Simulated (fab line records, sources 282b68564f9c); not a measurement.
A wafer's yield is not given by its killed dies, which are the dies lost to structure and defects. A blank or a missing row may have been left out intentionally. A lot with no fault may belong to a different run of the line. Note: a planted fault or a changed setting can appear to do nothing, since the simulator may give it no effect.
fab line records -- flow rit-cmos
record lots=15, wafers=45, last-day=7
route steps=202 shown NRETRO@56 M1@202
lots that met no fault: from a run of the same line without faults
start-h: hours from the record's opening day to when the first of the lot's shown wafers began -- wait-h: hours since the lot's step before -- " the same as in the row above -- L1.1+2: one row covering several wafers at once -- - no value present, or no start provided -- * or withheld: withheld -- < > ~ a bound
route shown NAME@n: names a module that has steps shown in the file, with the first one's number in the route -- usual: mean and standard deviation over wafers with no fault -- same: alike in all rows -- chamber/n: place in a boat -- sites: per-site readings -- _std_site: standard deviation across them -- _edge_site: mean of outer sites minus mean of inner sites -- radius-mm: how far each site lies from the wafer's centre -- mask NAME#n: copy n -- behind: the most recent tool/chamber to have shaped the wafer -- hold: why the lot was held/for how many hours/how that ended -- device: which transistor (n, p or np) failed to switch -- end of line: tests run on the same wafers once the route is complete -- a step without rows: its recipe alone -- killed: count of dies lost to structure and defects at first sort (not the wafer's yield) -- map: the dies of a wafer, with x for killed, . for not killed, _ for no die there
set.NAME: the setting that was run; set.NAME@STEP: the one run at that earlier step -- model.NAME: the simulator's own value behind a step, which no gauge read
one table for each step of the route and one row for each wafer, over a sample of lots
services: the hour from which a tool's chamber was out of use, counted from the record's first day as start-h (under 0 if before that day), plus the number of hours and why
## steps
# step RIT_NRETRO_EXPOSE_03
# recipe mask-id=M4, na=0.57, target-cd-nm=43900, dose-mj=250
lot.wafer,tool,chamber,start-h,wait-h,mask
L394.1+4+5,iline-stepper-02,0,34.04,0.3,M4#0
L395.1+2+5,iline-stepper-01,0,37.95,0.2,M4#0
L396.2+3+6,iline-stepper-02,0,39.92,0.3,M4#0
L397.1+5+6,iline-stepper-02,0,46.38,0.1,M4#0
L398.2+4+6,iline-stepper-01,0,51.03,0.2,M4#0
L399.2+3+5,iline-stepper-02,0,56.09,0.2,M4#0
L402.1+2+3,iline-stepper-01,0,69.48,0.1,M4#0
L403.1+3+5,iline-stepper-01,0,77.84,0.1,M4#0
L407.2+4+6,iline-stepper-02,0,97.45,0.2,M4#0
L408.2+3+5,iline-stepper-02,0,102.05,0.1,M4#0
L409.3+4+5,iline-stepper-02,0,107.15,0.1,M4#0
L411.2+5+6,iline-stepper-01,0,118.96,0.1,M4#0
L412.1+3+4,iline-stepper-02,0,123.49,0.2,M4#0
L415.1+4+5,iline-stepper-01,0,138.96,0.2,M4#0
L416.4+5+6,iline-stepper-01,0,140.79,0.1,M4#0
# step RIT_NRETRO_OVL_MEAS_06
# usual NRETRO_OVL=-1.4/1.4
lot.wafer,tool,chamber,start-h,wait-h,NRETRO_OVL[nm]
L394.1,overlay-01,-,34.47,-,-1.5
L394.4,overlay-01,-,34.47,-,-1.1
L394.5,overlay-01,-,34.47,-,-0.3
L395.1,overlay-02,-,38.38,-,-1.2
L395.2,overlay-02,-,38.38,-,-0.2
L395.5,overlay-02,-,38.38,-,0.3
L396.2,overlay-02,-,40.51,-,-0.4
L396.3,overlay-02,-,40.51,-,0.4
L396.6,overlay-02,-,40.51,-,-0.9
L397.1,overlay-01,-,46.81,-,1.0
L397.5,overlay-01,-,46.81,-,0.3
L397.6,overlay-01,-,46.81,-,0.5
L398.2,overlay-02,-,51.44,-,1.0
L398.4,overlay-02,-,51.44,-,0.1
L398.6,overlay-02,-,51.44,-,-0.8
L399.2,overlay-02,-,56.51,-,-2.4
L399.3,overlay-02,-,56.51,-,-2.3
L399.5,overlay-02,-,56.51,-,-1.8
L402.1,overlay-01,-,69.91,-,-0.3
L402.2,overlay-01,-,69.91,-,0.3
L402.3,overlay-01,-,69.91,-,-0.6
L403.1,overlay-01,-,78.27,-,1.0
L403.3,overlay-01,-,78.27,-,1.0
L403.5,overlay-01,-,78.27,-,-1.0
L407.2,overlay-01,-,97.87,-,-1.0
L407.4,overlay-01,-,97.87,-,-1.4
L407.6,overlay-01,-,97.87,-,-1.8
L408.2,overlay-02,-,102.47,-,3321.5
L408.3,overlay-02,-,102.47,-,3322.4
L408.5,overlay-02,-,102.47,-,3321.2
L409.3,overlay-01,-,107.56,-,3322.3
L409.4,overlay-01,-,107.56,-,3323.6
L409.5,overlay-01,-,107.56,-,3322.5
L411.2,overlay-01,-,119.38,-,-0.5
L411.5,overlay-01,-,119.38,-,0.8
L411.6,overlay-01,-,119.38,-,-2.1
L412.1,overlay-01,-,123.92,-,3322.5
L412.3,overlay-01,-,123.92,-,3323.8
L412.4,overlay-01,-,123.92,-,3321.7
L415.1,overlay-01,-,139.39,-,-1.6
L415.4,overlay-01,-,139.39,-,-3.2
L415.5,overlay-01,-,139.39,-,-4.7
L416.4,overlay-01,-,141.23,-,-3.9
L416.5,overlay-01,-,141.23,-,-1.9
L416.6,overlay-01,-,141.23,-,-1.3
# step RIT_M1_PROBE_99
# usual killed-at-contacts=0.1/0.23, killed-at-front-end=6.7/2.7, killed-dies=6.7/2.7, killed-on-rim=1.8/1.2, killed-open=3.2/1.8, killed-short=3.5/1.9
# same gross-dies=264, killed_at_M0_to_M3=0, killed_at_M4_up=0, killed-at-back-side=0, killed-at-other=0
lot.wafer,tool,chamber,start-h,wait-h,killed-at-contacts,killed-at-front-end,killed-dies,killed-on-rim,killed-open,killed-short
L408.2,prober-02,-,134.49,0.1,0,264,264,70,6,4
L408.3,prober-02,-,134.54,0.2,0,264,264,70,1,4
L408.5,prober-02,-,134.64,0.2,0,264,264,70,6,4
L409.3,prober-01,-,137.67,0.2,0,264,264,70,4,3
L409.4,prober-01,-,137.72,0.2,0,264,264,70,4,4
L409.5,prober-01,-,137.77,0.2,0,264,264,70,2,8
L412.1,prober-02,-,152.31,0.1,0,264,264,70,4,5
L412.3,prober-02,-,152.41,0.2,0,264,264,70,7,4
L412.4,prober-02,-,152.46,0.2,0,264,264,70,5,9
# killed by level:class
L408.2 NRETRO:overlay=254 REOX:geometric-particle:short=3 REOX:geometric-particle:open=2 SILICIDE:geometric-particle:open=2 GATE:geometric-particle:open=1 SPACER:geometric-particle:short=1 SPACER:geometric-particle:open=1
L408.3 NRETRO:overlay=259 GATE:geometric-particle:short=2 FOX1:geometric-particle:short=1 GATE:geometric-particle:open=1 SILICIDE:geometric-particle:short=1
L408.5 NRETRO:overlay=254 GATE:geometric-particle:open=3 GATE:geometric-particle:short=2 REOX:geometric-particle:open=2 SILICIDE:geometric-particle:short=2 SILICIDE:geometric-particle:open=1
L409.3 NRETRO:overlay=257 GATE:geometric-particle:open=3 GATE:geometric-particle:short=3 SILICIDE:geometric-particle:open=1
L409.4 NRETRO:overlay=256 GATE:geometric-particle:open=3 GATE:geometric-particle:short=2 FOX2:geometric-particle:open=1 REOX:geometric-particle:short=1 SPACER:geometric-particle:short=1
L409.5 NRETRO:overlay=254 FOX2:geometric-particle:short=3 FOX1:geometric-particle:short=2 FOX1:geometric-particle:open=2 GATE:geometric-particle:short=2 REOX:geometric-particle:short=1
L412.1 NRETRO:overlay=255 GATE:geometric-particle:open=3 REOX:geometric-particle:short=2 SILICIDE:geometric-particle:short=2 FOX1:geometric-particle:open=1 GATE:geometric-particle:short=1
L412.3 NRETRO:overlay=253 GATE:geometric-particle:open=3 FOX1:geometric-particle:open=2 SILICIDE:geometric-particle:short=2 FOX1:geometric-particle:short=1 REOX:geometric-particle:open=1 SPACER:geometric-particle:short=1 SILICIDE:geometric-particle:open=1
L412.4 NRETRO:overlay=250 FOX2:geometric-particle:short=3 REOX:geometric-particle:short=3 SPACER:geometric-particle:open=3 FOX1:geometric-particle:short=2 FOX1:geometric-particle:open=1 GATE:geometric-particle:open=1 SILICIDE:geometric-particle:short=1
## services
tool,chamber,start-h,hours,kind
iline-stepper-01,-,11.76,2.1,pm
iline-stepper-01,-,13.84,-,consumable-replace:lamp
iline-stepper-01,0,20.04,-,calibration
iline-stepper-01,-,33.67,3.2,repair
iline-stepper-01,-,107.45,1.7,pm
## key
first-sign step=RIT_NRETRO_OVL_MEAS_06, reading=NRETRO_OVL, direction=up, sigmas=99+, usual=-1.4, struck=3322.4
effect step=RIT_M1_PROBE_99, reading=killed-at-front-end, direction=up, sigmas=96, usual=6.7, struck=264
more-kills-born-at RIT_NRETRO_EXPOSE_03@iline-stepper-02=2292
met-at RIT_NRETRO_EXPOSE_03
struck-lots L408,L409,L412
tester-left-out L408,L409,L412
onset-between 97.45 102.05
fault kind=scanner-matching-overlay, tool=iline-stepper-02, chamber=-, onset-h=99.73, steps=RIT_NRETRO_EXPOSE_03, offset=3324.6
# tester-left-out: of these lots the tester's yield and bins aren't shown, on N5 and GAA mostly nor the transistor test; their killed dies are dies lost to structure and defects alone, not to doping, threshold or leakage, so they don't give the yield
